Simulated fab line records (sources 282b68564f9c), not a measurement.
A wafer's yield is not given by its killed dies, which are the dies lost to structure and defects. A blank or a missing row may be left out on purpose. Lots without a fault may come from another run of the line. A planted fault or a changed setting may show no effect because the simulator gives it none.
Struck lot and sound lot, side by side    flow rit_cmos    28 steps out of a route of 202
Sound: wafers L534.1, L534.3, L534.6. Struck: wafer L543.2 (L543.1, L543.6, from the same lot, were not struck and are left out); the cause is given at the end.
For every step that has rows: the tool of each side, followed by ch and its chambers, followed by its first start. Under that, the readings that differ: sound wafers    struck wafers    difference of the means    sigmas: that difference in standard deviations of wafers without a fault.
alike: readings whose means differ by less than 2 such deviations, and words and numbers that are the same on both sides. not compared: withheld readings, readings that some wafer has no value for, bounds like >300 that may hide the same value, and numbers for which the record gives no deviation and whose values overlap.
A row with sigmas, a row that says differs or no value, or rows on one side alone: a step with any of these is where the two part. When numbers do not overlap yet have no deviation, they are printed without sigmas and do not part them. Lack of a reading on every wafer of one side parts them only where that side has two or more wafers.

RIT_SDANNEAL_RTA_03: time 5 s.
  sound on rtp_anneal-02 ch 0, day 5 17:29; struck on rtp_anneal-01 ch 0, day 7 13:13
reading          sound                 struck  difference  sigmas
ramp_up_c_per_s  342.03 341.95 342.00  342.14  +0.15       +2
  alike: anneal_temp_c_max, wafer_temp_C_max
RIT_SDANNEAL_RS_MEAS_04: uses a four-point probe to measure.
  sound on film_metro-01, day 5 17:32; struck on film_metro-01, day 7 13:17
  alike: PSD_RS
RIT_SDANNEAL_RS_MEAS_05: uses a four-point probe to measure.
  sound on film_metro-01, day 5 17:40; struck on film_metro-01, day 7 13:24
  alike: NSD_RS
RIT_SDANNEAL_RS_MEAS_06: uses a four-point probe to measure.
  sound on film_metro-01, day 5 17:47; struck on film_metro-01, day 7 13:31
  alike: PLDD_RS
RIT_SDANNEAL_RS_MEAS_07: uses a four-point probe to measure.
  sound on film_metro-01, day 5 17:54; struck on film_metro-01, day 7 13:38
reading           sound              struck  difference  sigmas
NLDD_RS (ohm/sq)  153.2 153.0 152.8  151.2   -1.8        -3
then, 1 step without rows for these wafers: RIT_SILICIDE_WET_ETCH_00 (etches SiO2 in BOE, target depth 14 nm, time 15 s).
RIT_SILICIDE_SPUTTER_01: material Ti, target thk 30 nm, time 240 s.
  sound on pvd_sputter-02, day 5 18:02; struck on pvd_sputter-01, day 7 13:47
  alike: throttle_valve_pct
RIT_SILICIDE_RS_MEAS_02: uses a four-point probe to measure.
  sound on film_metro-04, day 5 18:11; struck on film_metro-02, day 7 13:56
  alike: SILICIDE_TI_RS
RIT_SILICIDE_THK_MEAS_03: measures by xrf.
  sound on film_metro-04, day 5 18:18; struck on film_metro-02, day 7 14:04
  alike: SILICIDE_TI_THK
RIT_SILICIDE_RTA_04: time 10 s, ramp up 5 s, ramp down 5 s.
  sound on rtp_anneal-01 ch 0, day 5 18:22; struck on rtp_anneal-02 ch 0, day 7 14:07
  alike: anneal_temp_c_max, wafer_temp_C_max
then, 1 step without rows for these wafers: RIT_SILICIDE_WET_ETCH_05 (etches Ti in SPM, time 120 s).
RIT_SILICIDE_RTA_06: time 10 s, ramp up 5 s, ramp down 10 s.
  sound on rtp_anneal-02 ch 0, day 5 18:28; struck on rtp_anneal-01 ch 0, day 7 14:16
  alike: anneal_temp_c_max, wafer_temp_C_max
RIT_CONTACT_CVD_00: deposits SiO2 from TEOS, target thk 400 nm, time 61 s.
  sound on pecvd-04 ch 1,2, day 5 18:32; struck on pecvd-04 ch 1, day 7 14:20
reading                                   sound              struck  difference  sigmas
model.SiO2_of_CONTACT_CVD_00.thk_nm (nm)  403.4 395.2 405.6  556.3   +154.9      
  alike: heater_power_w, rf_fwd_power_W
RIT_CONTACT_THK_MEAS_01:
  sound on film_metro-03, day 5 18:35; struck on film_metro-02, day 7 14:23
reading                sound        struck  difference  sigmas
CONTACT_TEOS_THK (nm)  403 395 405  556     +155        +28
then, 6 steps without rows for these wafers: RIT_CONTACT_HMDS_02 (prime time 60 s); RIT_CONTACT_COAT_03 (resist thk 1000 nm); RIT_CONTACT_SOFTBAKE_04 (time 60 s); RIT_CONTACT_EXPOSE_05 (exposes mask M11, target cd 1000 nm); RIT_CONTACT_PEB_06; RIT_CONTACT_DEVELOP_07 (develop time 120 s).
RIT_CONTACT_CD_MEAS_08: target cd 1000 nm.
  sound on cd_sem-01, day 5 19:44; struck on cd_sem-02, day 7 15:25
  alike: cd_nm
RIT_CONTACT_OVL_MEAS_09:
  sound on overlay-02, day 5 19:52; struck on overlay-01, day 7 15:32
  alike: CONTACT_OVL
then, 1 step without rows for these wafers: RIT_CONTACT_HARDBAKE_10 (time 60 s).
RIT_CONTACT_ETCH_11: etches SiO2 in CHF3/CF4/Ar, stops on TiSi2, target depth 480 nm, time 320 s.
  sound on rie_diel-02 ch 0,2, day 5 20:02; struck on rie_diel-02 ch 2, day 7 15:43
reading                              sound              struck  difference  sigmas
oes_product_au (a.u.)                1.023 0.976 0.984  1.031   +0.037      +3
model.etch.depth_nm (nm)             403.4 395.2 405.6  486.7   +85.3       
model.CONTACT.feature_depth_nm (nm)  403.4 395.2 405.6  486.7   +85.3       
  alike: drypump_motor_current_A, rf_fwd_power_W, throttle_valve_pct
  not compared: rf_hours_counter_h
RIT_CONTACT_STRIP_12: strips in O2, time 180 s.
  sound on plasma_asher-01 ch 0,1, day 5 20:14; struck on plasma_asher-03 ch 1, day 7 15:55
  alike: drypump_motor_current_A
  not compared: rf_hours_counter_h
RIT_CONTACT_CD_MEAS_90: target cd 1000 nm.
  sound on cd_sem-01, day 5 20:25; struck on cd_sem-01, day 7 16:05
  alike: cd_nm
RIT_CONTACT_CLEAN_13: cleans in SC1, time 600 s.
  sound on wet_bench-02 ch 2, day 5 20:32; struck on wet_bench-01 ch 1, day 7 16:13
reading                                   sound              struck  difference  sigmas
model.SiO2_of_CONTACT_CVD_00.thk_nm (nm)  399.3 391.1 401.5  552.3   +155.0      
then, 1 step without rows for these wafers: RIT_CONTACT_CLEAN_14 (cleans in SC2, time 600 s).

WHERE THEY PART
Earliest at RIT_SDANNEAL_RTA_03; latest, in this record, at RIT_CONTACT_ETCH_11. Later steps at which nothing parts them and some readings are alike: RIT_CONTACT_STRIP_12, RIT_CONTACT_CD_MEAS_90.

WHY: what the simulator had put in
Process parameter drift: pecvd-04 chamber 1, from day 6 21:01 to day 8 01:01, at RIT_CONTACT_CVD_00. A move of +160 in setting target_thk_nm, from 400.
